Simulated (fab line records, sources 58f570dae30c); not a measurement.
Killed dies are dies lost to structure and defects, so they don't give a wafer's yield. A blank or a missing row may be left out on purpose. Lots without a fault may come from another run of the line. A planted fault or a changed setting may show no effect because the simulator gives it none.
A struck lot beside a sound one | flow berkeley_cmos170 | 17 steps out of a route of 331
Sound: wafers L303.1, L303.2, L303.6. Struck: wafers L300.1, L300.2, L300.3. The cause comes at the end.
At each step with rows: each side's tool, then ch and its chambers, then its first start. Under that, the readings that differ: sound wafers | struck wafers | difference of the means | sigmas: that difference in standard deviations of wafers without a fault.
alike: readings whose means differ by less than 2 such deviations, and words and numbers that are the same on both sides. not compared: withheld readings, readings that some wafer has no value for, bounds like >300 that may hide the same value, and numbers for which the record gives no deviation and whose values overlap.
The two part at a step that has a row with sigmas, a row that says differs or no value, or rows on one side only. Numbers that don't overlap but have no deviation are shown without sigmas and don't part them. A reading that every wafer of one side lacks parts them only if that side has two wafers or more.

first, 2 steps without rows for these wafers: UCB170_M3_COAT_05 (resist thk 900 nm); UCB170_M3_SOFTBAKE_06 (time 60 s).
UCB170_M3_STRIP_07: strips in O2.
  sound on plasma_asher-03 ch 0,1, day 11 03:48; struck on plasma_asher-02 ch 0,1, day 10 12:20
  alike: drypump_motor_current_A, o2_flow_sccm, oes_product_au, strip_time_to_endpoint_s
  not compared: rf_hours_counter_h
then, 7 steps without rows for these wafers: UCB170_M3_STRIP_08 (strips KrF in DMSO, time 600 s); UCB170_M3_COAT_09; UCB170_M3_COAT_10 (resist thk 900 nm); UCB170_M3_SOFTBAKE_11 (time 60 s); UCB170_M3_EXPOSE_12 (exposes mask METAL3, target cd 700 nm); UCB170_M3_PEB_13; UCB170_M3_DEVELOP_14 (develop time 45 s).
UCB170_M3_CD_MEAS_15: target cd 700 nm.
  sound on cd_sem-01, day 11 05:47; struck on cd_sem-01, day 10 13:53
  alike: cd_nm
UCB170_M3_OVL_MEAS_16:
  sound on overlay-02, day 11 05:55; struck on overlay-01, day 10 14:00
  alike: M3_OVL
UCB170_M3_ETCH_17: etches BARC in N2/H2.
  sound on rie_diel-01 ch 0,2,3, day 11 05:57; struck on rie_diel-01 ch 1,2,3, day 10 14:02
  no value came back on the struck wafers for any of 5 readings (bias_w (W), chamber_pressure_mTorr (mTorr) and others); on the sound wafers bias_w (W) reads 98.14 97.78 98.36
UCB170_M3_METAL_ETCH_18: etches Al in Cl2/BCl3, stops on SiO2, target depth 1170 nm, time 195 s.
  sound on rie_metal-01 ch 0,1, day 11 05:59; struck on rie_metal-03 ch 0,1, day 10 14:05
  reading                | sound             | struck            | difference | sigmas
  oes_product_au (a.u.)  | 0.856 0.844 0.849 | 0.377 0.376 0.377 | -0.473     | -54
  throttle_valve_pct (%) | 24.32 24.13 24.32 | 24.56 24.54 24.55 | +0.29      | +3
  alike: bcl3_flow_sccm, bias_w, drypump_motor_current_A
  not compared: rf_hours_counter_h
UCB170_M3_STRIP_19: strips in O2.
  sound on plasma_asher-03 ch 0,1, day 11 06:10; struck on plasma_asher-02 ch 0,1, day 10 14:16
  reading               | sound             | struck            | difference | sigmas
  oes_product_au (a.u.) | 0.562 0.562 0.573 | 0.538 0.531 0.523 | -0.035     | -3
  alike: drypump_motor_current_A, o2_flow_sccm
  not compared: rf_hours_counter_h
UCB170_M3_CD_MEAS_90: target cd 700 nm.
  sound on cd_sem-02, day 11 06:16; struck on cd_sem-02, day 10 14:22
  reading    | sound             | struck | difference                    | sigmas
  cd_nm (nm) | 700.0 699.0 700.0 | - - -  | no value on the struck wafers |
UCB170_M3_BOW_MEAS_20:
  sound on film_metro-03, day 11 06:23; struck on film_metro-03, day 10 14:29
  alike: M3_BOW

WHERE THEY PART
First at UCB170_M3_ETCH_17; last, within this record, at UCB170_M3_CD_MEAS_90. Later steps at which nothing parts them and some readings are alike: UCB170_M3_BOW_MEAS_20.

WHY: what the simulator had put in
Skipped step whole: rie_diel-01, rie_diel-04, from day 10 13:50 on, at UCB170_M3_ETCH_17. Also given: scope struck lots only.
